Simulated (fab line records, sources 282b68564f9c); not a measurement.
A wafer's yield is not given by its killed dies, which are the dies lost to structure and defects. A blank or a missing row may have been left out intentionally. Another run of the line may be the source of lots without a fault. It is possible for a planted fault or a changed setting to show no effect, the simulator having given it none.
The same fault as seen by 2 desks / flow ritCmos / every desk sees just its own numbers, and what lay behind them comes last

## DESK OF THE TOOL OWNER: ilineStepper-02
The tool's own readings at RIT_NWELL_EXPOSE_03 (exposes mask M2, target cd 43900 nm): means of the sampled wafers that have a number, for each lot that ran on this tool. A lot is out of limits, marked OUT, if its mean lies more than 4 standard deviations from the usual mean; the brackets give that distance.
Columns: A = reticleTempC at RIT_NWELL_EXPOSE_03, usual 23.01 C
lot=L649; first seen here=day 1 19:54; A=23.07
lot=L657; first seen here=day 3 13:04; A=23.01
lot=L658; first seen here=day 3 17:38; A=22.95
lot=L663; first seen here=day 4 18:47; A=22.99
lot=L666; first seen here=day 5 09:00; A=22.93
lot=L667; first seen here=day 5 14:02; A=22.96
lot=L668; first seen here=day 5 20:37; A=23.03
This desk's verdict: no lot among the 7 shows anything out of limits.

## METROLOGY DESK
What the gauges read for every lot (on any tool): the sampled wafers with a number, averaged. A lot is out of limits, marked OUT, if its mean lies more than 4 standard deviations from the usual mean; the brackets give that distance.
Columns: A = NWELL_OVL at RIT_NWELL_OVL_MEAS_06, usual -0.8 nm
lot=L649; first seen here=day 1 20:20; A=-0.8
lot=L650; first seen here=day 2 03:36; A=-2.5
lot=L651; first seen here=day 2 09:41; A=-2.6
lot=L652; first seen here=day 2 13:52; A=0.4
lot=L654; first seen here=day 2 22:11; A=-0.7
lot=L655; first seen here=day 3 07:07; A=0.4
lot=L657; first seen here=day 3 13:30; A=-0.4
lot=L658; first seen here=day 3 18:04; A=-0.5
lot=L663; first seen here=day 4 19:12; A=-150.5 (-99 or more) OUT
lot=L664; first seen here=day 4 23:22; A=-2.9
lot=L666; first seen here=day 5 09:25; A=-149.4 (-99 or more) OUT
lot=L667; first seen here=day 5 14:28; A=-149.2 (-99 or more) OUT
lot=L668; first seen here=day 5 21:03; A=-150.8 (-99 or more) OUT
lot=L669; first seen here=day 6 00:52; A=-2.9
lot=L671; first seen here=day 6 10:32; A=0.1
lot=L672; first seen here=day 6 15:35; A=-0.7
Per this desk, out of limits: L663, L666, L667, L668; the first was L663, day 4 19:12 (NWELL_OVL at RIT_NWELL_OVL_MEAS_06). L649, L650, L651, L652, L654, L655, L657, L658, L664, L669, L671, L672 stayed within limits.

## TAKEN TOGETHER
At day 4 19:12 the metrology desk could have sounded an alarm, on L663, L666, L667, L668.
The tool owner's desk saw nothing out of limits.
Tool owner's desk: L663, L666, L667, L668 on record, inside its limits.
Every lot named ran RIT_NWELL_EXPOSE_03 on ilineStepper-02.

## WHAT THE SIMULATOR HAD PUT IN
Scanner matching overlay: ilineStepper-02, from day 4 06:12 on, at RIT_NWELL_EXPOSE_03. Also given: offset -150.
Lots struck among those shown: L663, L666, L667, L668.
Time in hours between the start of the fault and the first out-of-limits reading at each desk: metrology desk, 13.
